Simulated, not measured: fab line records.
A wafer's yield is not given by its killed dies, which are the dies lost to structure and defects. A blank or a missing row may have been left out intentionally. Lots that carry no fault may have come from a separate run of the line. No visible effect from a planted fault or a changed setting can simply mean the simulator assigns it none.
Split-lot experiment | flow rit cmos | on a route of 202 steps: 5 lots, 23 wafers read

## ABOUT THE SPLIT
At RIT_ACTIVE_OXIDATION_01 (target thk 46.8 nm, ox time 3360 s), the setting temp c was moved away from the recipe's 1000 C on 20 of the 23 wafers read, by -2.8% to +3.0%. The other wafers ran this setting at the recipe's value.

The file shows no step between the split and the reading.

## THE READING
ACTIVE_OXIDE_THK in nanometres, read at RIT_ACTIVE_THK_MEAS_02. Typical for fault-free wafers on this fab line: 46.6 nm, with standard deviation 0.74 nm.

wafer  | tool, chamber at the split | temp c as run, C | against the recipe | ACTIVE_OXIDE_THK, nm | against lot-mates on the recipe
L078.2 | -, -                       | 972.5            | -2.7%              | 36.6                 | no lot-mate on the recipe
L078.3 | -, -                       | 972.5            | -2.7%              | 37.7                 | no lot-mate on the recipe
L078.4 | -, -                       | 972.5            | -2.7%              | 36.4                 | no lot-mate on the recipe
L078.5 | -, -                       | 972.5            | -2.7%              | 36.2                 | no lot-mate on the recipe
L078.6 | -, -                       | 972.5            | -2.7%              | 37.8                 | no lot-mate on the recipe
L079.2 | furnace-03, 0              | 1000             | recipe             | 46.3                 | -
L079.3 | furnace-03, 0              | 1000             | recipe             | 45.4                 | -
L079.6 | furnace-03, 0              | 1000             | recipe             | 46.0                 | -
L080.1 | -, -                       | 1019             | +1.9%              | 54.2                 | no lot-mate on the recipe
L080.2 | -, -                       | 1019             | +1.9%              | 54.7                 | no lot-mate on the recipe
L080.4 | -, -                       | 1019             | +1.9%              | 55.5                 | no lot-mate on the recipe
L080.5 | -, -                       | 1019             | +1.9%              | 55.2                 | no lot-mate on the recipe
L080.6 | -, -                       | 1019             | +1.9%              | 55.6                 | no lot-mate on the recipe
L083.1 | -, -                       | 971.7            | -2.8%              | 36.9                 | no lot-mate on the recipe
L083.2 | -, -                       | 971.7            | -2.8%              | 36.4                 | no lot-mate on the recipe
L083.3 | -, -                       | 971.7            | -2.8%              | 36.9                 | no lot-mate on the recipe
L083.4 | -, -                       | 971.7            | -2.8%              | 36.8                 | no lot-mate on the recipe
L083.6 | -, -                       | 971.7            | -2.8%              | 36.5                 | no lot-mate on the recipe
L084.2 | -, -                       | 1030             | +3.0%              | 61.9                 | no lot-mate on the recipe
L084.3 | -, -                       | 1030             | +3.0%              | 62.1                 | no lot-mate on the recipe
L084.4 | -, -                       | 1030             | +3.0%              | 62.3                 | no lot-mate on the recipe
L084.5 | -, -                       | 1030             | +3.0%              | 62.1                 | no lot-mate on the recipe
L084.6 | -, -                       | 1030             | +3.0%              | 61.7                 | no lot-mate on the recipe

THE FIT
A straight line over all 23 wafers: ACTIVE_OXIDE_THK changes by +4.18 nm for each +1% of temp c; r = +0.99; the points scatter about the line by 1.3 nm.
Too few moved wafers have a lot-mate on the recipe to fit a line with each lot's own level taken away.

## THE WHOLE CHAIN: every reading that the file lists as answering this split, in the file's order
step                    | what it does                                            | reading                                                                             | change (the file's fit)              | r (the file's)
RIT_ACTIVE_OXIDATION_01 | target thk 46.8 nm, ox time 3360 s                      | SiO2_of_ACTIVE_OXIDATION_01.thk nm (the simulator's own value, which no gauge read) | +4.19 nm for each +1% of the setting | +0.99
RIT_ACTIVE_THK_MEAS_02  |                                                         | ACTIVE_OXIDE_THK                                                                    | +4.19 for each +1% of the setting    | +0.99
RIT_FOX2_WET_ETCH_03    | etches Si3N4 in H3PO4, target depth 195 nm, time 2700 s | SiO2_of_ACTIVE_OXIDATION_01.thk nm (the simulator's own value, which no gauge read) | +3.74 nm for each +1% of the setting | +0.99
RIT_M1_PROBE_99         |                                                         | etest.pldd.width nm (the simulator's own value, which no gauge read)                | -48.8 nm for each +1% of the setting | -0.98
RIT_M1_PROBE_99         |                                                         | etest.nldd.width nm (the simulator's own value, which no gauge read)                | -49.5 nm for each +1% of the setting | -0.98

## FILE'S OWN FIT
ACTIVE_OXIDE_THK changes by +4.19 nm for each +1% of temp c, r = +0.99.
